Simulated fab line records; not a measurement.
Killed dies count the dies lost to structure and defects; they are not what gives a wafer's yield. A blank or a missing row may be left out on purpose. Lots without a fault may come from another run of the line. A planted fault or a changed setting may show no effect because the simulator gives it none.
A struck lot beside a sound one | flow rit_cmos | 27 out of 202 route steps
Sound: these wafers, L595.1, L595.4, L595.6. Struck: wafers L600.2, L600.3, L600.6. Last of all comes the cause.
Each step with rows lists, per side, the tool, then ch with its chambers, then its first start. Under that, the readings that differ: sound wafers | struck wafers | difference of the means | sigmas: that difference in standard deviations of wafers without a fault.
alike: words and numbers the same on both sides, and readings whose means are apart by under 2 such deviations; not compared: readings that were withheld, readings missing a value for some wafer, numbers with overlapping values and no deviation given by the record, and bounds like >300 which may hide the same value.
Wherever a step has rows on one side only, a row that says differs or no value, or a row with sigmas, the two part there. Numbers that don't overlap but have no deviation are shown without sigmas and don't part them. A reading that every wafer of one side lacks parts them only if that side has two wafers or more.

RIT_SDANNEAL_RTA_03: time 5 s.
  sound on rtp_anneal-02 ch 0, day 6 00:25; struck on rtp_anneal-01 ch 0, day 7 00:01
  alike: chamber_o2_ppm, ramp_down_c_per_s, ramp_up_c_per_s, wafer_temp_C_max
RIT_SDANNEAL_RS_MEAS_04: a four-point-probe measurement.
  struck on film_metro-02, day 7 00:05; sound on film_metro-01, day 6 00:29
  alike: PSD_RS
RIT_SDANNEAL_RS_MEAS_05: a four-point-probe measurement.
  struck on film_metro-02, day 7 00:12; sound on film_metro-01, day 6 00:36
  alike: NSD_RS
RIT_SDANNEAL_RS_MEAS_06: a four-point-probe measurement.
  struck on film_metro-02, day 7 00:19; sound on film_metro-01, day 6 00:43
  alike: PLDD_RS
RIT_SDANNEAL_RS_MEAS_07: a four-point-probe measurement.
  struck on film_metro-02, day 7 00:26; sound on film_metro-01, day 6 00:50
  alike: NLDD_RS
then, 1 step without rows for these wafers: RIT_SILICIDE_WET_ETCH_00 (etches SiO2 in BOE, target depth 14 nm, time 15 s).
RIT_SILICIDE_SPUTTER_01: material Ti, target thk 30 nm, time 240 s.
  struck on pvd_sputter-04, day 7 00:34; sound on pvd_sputter-02, day 6 00:59
  alike: throttle_valve_pct
RIT_SILICIDE_RS_MEAS_02: a four-point-probe measurement.
  struck on film_metro-04, day 7 00:44; sound on film_metro-04, day 6 01:08
  alike: SILICIDE_TI_RS
RIT_SILICIDE_THK_MEAS_03: measures by xrf.
  struck on film_metro-04, day 7 00:50; sound on film_metro-04, day 6 01:15
  alike: SILICIDE_TI_THK
RIT_SILICIDE_RTA_04: time 10 s, ramp up 5 s, ramp down 5 s.
  sound on rtp_anneal-01 ch 0, day 6 01:19; struck on rtp_anneal-02 ch 0, day 7 00:54
  alike: chamber_o2_ppm, wafer_temp_C_max
then, 1 step without rows for these wafers: RIT_SILICIDE_WET_ETCH_05 (etches Ti in SPM, time 120 s).
RIT_SILICIDE_RTA_06: time 10 s, ramp up 5 s, ramp down 10 s.
  sound on rtp_anneal-02 ch 0, day 6 01:25; struck on rtp_anneal-01 ch 0, day 7 01:01
  reading        | sound             | struck            | difference | sigmas
  chamber_o2_ppm | 2.039 2.049 2.021 | 1.983 1.991 1.973 | -0.054     | -3
  alike: wafer_temp_C_max
RIT_CONTACT_CVD_00: deposits SiO2 from TEOS, target thk 400 nm, time 61 s.
  sound on pecvd-02 ch 0,2, day 6 01:29; struck on pecvd-01 ch 0,1, day 7 01:04
  no value came back on the struck wafers for heater_power_w (W), rf_fwd_power_W (W); on the sound wafers heater_power_w (W) reads 295 305 313
then, 6 steps without rows for these wafers: RIT_CONTACT_HMDS_02 (prime time 60 s); RIT_CONTACT_COAT_03 (resist thk 1000 nm); RIT_CONTACT_SOFTBAKE_04 (time 60 s); RIT_CONTACT_EXPOSE_05 (exposes mask M11, target cd 1000 nm); RIT_CONTACT_PEB_06; RIT_CONTACT_DEVELOP_07 (develop time 120 s).
RIT_CONTACT_CD_MEAS_08 targets a cd of 1000 nm.
  struck on cd_sem-02, day 7 02:10; sound on cd_sem-01, day 6 02:41
  alike: cd_nm
RIT_CONTACT_OVL_MEAS_09:
  struck on overlay-02, day 7 02:16; sound on overlay-02, day 6 02:48
  alike: CONTACT_OVL
then, 1 step without rows for these wafers: RIT_CONTACT_HARDBAKE_10 (time 60 s).
RIT_CONTACT_ETCH_11: etches SiO2 in CHF3/CF4/Ar, stops on TiSi2, target depth 480 nm, time 320 s.
  sound on rie_diel-02 ch 0,1, day 6 03:02; struck on rie_diel-03 ch 0,1,2, day 7 02:27
  reading                             | sound             | struck            | difference | sigmas
  oes_product_au (a.u.)               | 1.004 0.983 0.999 | 0.924 0.951 0.922 | -0.063     | -6
  model.etch.depth_nm (nm)            | 397 401.8 395.3   | 0 0 0             | -398       |
  model.CONTACT.feature_depth_nm (nm) | 397 401.8 395.3   | 1e-09 1e-09 1e-09 | -4e+02     |
  alike: drypump_motor_current_A, throttle_valve_pct
  not compared: rf_hours_counter_h
RIT_CONTACT_STRIP_12: strips in O2, time 180 s.
  sound on plasma_asher-02 ch 0,1, day 6 03:14; struck on plasma_asher-03 ch 1, day 7 02:38
  alike: drypump_motor_current_A
  not compared: rf_hours_counter_h
RIT_CONTACT_CD_MEAS_90 targets a cd of 1000 nm.
  struck on cd_sem-01, day 7 02:50; sound on cd_sem-01, day 6 03:25
  reading    | sound                | struck | difference                    | sigmas
  cd_nm (nm) | 1001.6 1001.6 1001.3 | - - -  | no value on the struck wafers |
then, 1 step without rows for these wafers: RIT_CONTACT_CLEAN_13 (cleans in SC1, time 600 s).
RIT_M1_PROBE_99:
  struck on prober-01, day 7 07:33; sound on prober-02, day 6 08:02
  reading            | sound | struck      | difference | sigmas
  killed_at_contacts | 0 0 0 | 261 263 260 | +261       | +99 or more
  killed_dies        | 2 4 1 | 264 264 264 | +262       | +82
  killed_on_rim      | 0 0 0 | 70 70 70    | +70        | +50
  alike: killed_at_front_end, killed_open, killed_short

## WHERE THEY PART
Earliest at RIT_SILICIDE_RTA_06; latest, in this record, at RIT_M1_PROBE_99.

WHY: what the simulator had put in
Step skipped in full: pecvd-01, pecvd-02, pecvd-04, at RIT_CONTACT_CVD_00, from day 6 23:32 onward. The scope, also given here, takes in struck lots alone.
